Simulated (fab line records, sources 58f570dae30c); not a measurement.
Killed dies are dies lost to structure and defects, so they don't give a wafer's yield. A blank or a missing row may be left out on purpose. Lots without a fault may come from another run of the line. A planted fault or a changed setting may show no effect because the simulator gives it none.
One fault seen from 2 desks | flow berkeley_cmos170 | each desk has only its own numbers; what lay behind them comes last

THE TOOL OWNER'S DESK: implanter-04
The tool's own readings at UCB170_PLDD_IMPLANT_08: means of the sampled wafers that have a number, for each lot that ran on this tool. A lot is out of limits, marked OUT, if its mean lies more than 4 standard deviations from the usual mean; the brackets give that distance.
Columns: A = dose_ions_cm2 at UCB170_PLDD_IMPLANT_08, usual 4.999e+13; B = faraday_current_uA at UCB170_PLDD_IMPLANT_08, usual 158
lot  | first seen here | A                           | B
L763 | day 7 23:14     | 4.998e+13                   | 159
L765 | day 8 15:25     | 4.998e+13                   | 158
L774 | day 10 17:21    | 6.496e+13 (+99 or more) OUT | 202 (+14) OUT
L776 | day 11 03:08    | 6.496e+13 (+99 or more) OUT | 200 (+13) OUT
This desk's finding: out of limits on L774, L776; first on L774, day 10 17:21 (dose_ions_cm2 at UCB170_PLDD_IMPLANT_08). In limits: L763, L765.

THE METROLOGY DESK
What the gauges read, lot by lot, whatever tool the lot ran on: means of the sampled wafers that have a number. A lot is out of limits, marked OUT, if its mean lies more than 4 standard deviations from the usual mean; the brackets give that distance.
Columns: A = FIELD_OXIDE_THK at UCB170_FIELD_THK_MEAS_02, usual 566 nm; B = GATE_OXIDE_THK at UCB170_GATE_THK_MEAS_02, usual 6.58 nm; C = PLDD_TW at UCB170_PLDD_TW_MEAS_11, usual 1004; D = PLDD_RS at UCB170_SDANNEAL_RS_MEAS_04, usual 1032.7 ohm/sq
lot  | first seen here | A   | B    | C               | D
L759 | day 5 12:41     | 572 | 6.52 | 1016            | 1029.2
L758 | day 5 12:43     | 556 | 6.77 | 1013            | 1031.7
L763 | day 6 03:56     | 566 | 6.69 | 1017            | 1031.4
L762 | day 6 03:58     | 565 | 6.64 | 1015            | 1034.1
L766 | day 6 19:02     | 569 | 6.47 | 1013            | 1032.6
L767 | day 6 19:02     | 570 | 6.63 | 1003            | 1034.3
L765 | day 6 19:05     | 573 | 6.48 | 999             | 1028.4
L764 | day 6 19:06     | 563 | 6.47 | 1016            | 1034.1
L768 | day 7 07:12     | 576 | 6.81 | 992             | 1032.6
L774 | day 8 19:27     | 574 | 6.39 | 1038            | 925.6 (-41) OUT
L775 | day 9 07:38     | 558 | 6.59 | 993             | 1029.7
L776 | day 9 07:39     | 563 | 6.66 | 1053 (+4.4) OUT | 924.2 (-42) OUT
L780 | day 9 18:09     | 564 | 6.40 | 1009            | 1035.7
L781 | day 10 03:11    | 575 | 6.67 | 988             | 1035.5
This desk's finding: out of limits on L774, L776; first on L776, day 11 03:29 (PLDD_TW at UCB170_PLDD_TW_MEAS_11). In limits: L759, L758, L763, L762, L766, L767, L765, L764, L768, L775, L780, L781.

PUT TOGETHER
The tool owner's desk could have raised an alarm at day 10 17:21, on L774, L776.
The metrology desk could have raised an alarm at day 11 03:29, on L774, L776.
Of the lots named, all ran UCB170_PLDD_IMPLANT_08 on implanter-04.

WHAT THE SIMULATOR HAD PUT IN
Process parameter drift: implanter-04, from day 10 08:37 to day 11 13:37, at UCB170_PLDD_IMPLANT_08. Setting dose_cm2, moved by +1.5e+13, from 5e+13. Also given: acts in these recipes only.
Lots struck among those shown: L774, L776.
Hours from the fault's start to each desk's first reading out of limits: the tool owner's desk, 9; the metrology desk, 19.
